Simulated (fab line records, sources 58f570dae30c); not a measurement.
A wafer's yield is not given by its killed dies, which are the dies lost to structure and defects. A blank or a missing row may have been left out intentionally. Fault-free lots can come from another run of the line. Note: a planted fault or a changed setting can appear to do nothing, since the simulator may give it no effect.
Which tool was responsible? ; flow berkeley cmos170 ; route of 331 steps, sampled at 1 step: 7 lots, 21 wafers

WHAT EACH GAUGE READ, for each wafer
UCB170_NSD_CD_MEAS_06: target cd 1200 nm.
lot;measured;on;cd nm (nm)
L294;day 8 10:01;cd sem-02;1200.2 1199.6 1199.1
L292;day 8 10:14;cd sem-02;1201.3 1201.0 1202.8
L296;day 9 11:49;cd sem-01;1198.4 1198.7 1199.6
L306;day 11 00:36;cd sem-01;1200.4 1200.4 1199.4
L307;day 11 10:38;cd sem-01;1197.9 1198.7 1197.4
L310;day 12 10:10;cd sem-02;1199.9 1198.5 1199.2
L312;day 12 14:45;cd sem-01;1201.2 1202.0 1200.5

WHAT TOOL EACH LOT RAN ON (gives the tool, then ch and the chambers of the sampled wafers, and finally the start)
There is no process step in the record ahead of these readings.

THE ANSWER, worked out from the rows above alone
Rule: the lots themselves supply what counts as usual. Put in order of their means at a reading, lots are off if they are a third of the lots or fewer, leave a main group of 4 or more, and stand apart from it by a gap of 3 or more times the standard deviation of the main group's means; of several such gaps the widest counts. A main group whose means are all the same, to the digits that the tables above print for the reading, isn't used. Also off: a lot with no number at a reading for which 4 or more lots have one. Any other lot the step has rows for is counted as sound.
Across all readings shown, no lot is off: no conclusion can be drawn from this.

WHAT THE SIMULATOR HAD INSERTED
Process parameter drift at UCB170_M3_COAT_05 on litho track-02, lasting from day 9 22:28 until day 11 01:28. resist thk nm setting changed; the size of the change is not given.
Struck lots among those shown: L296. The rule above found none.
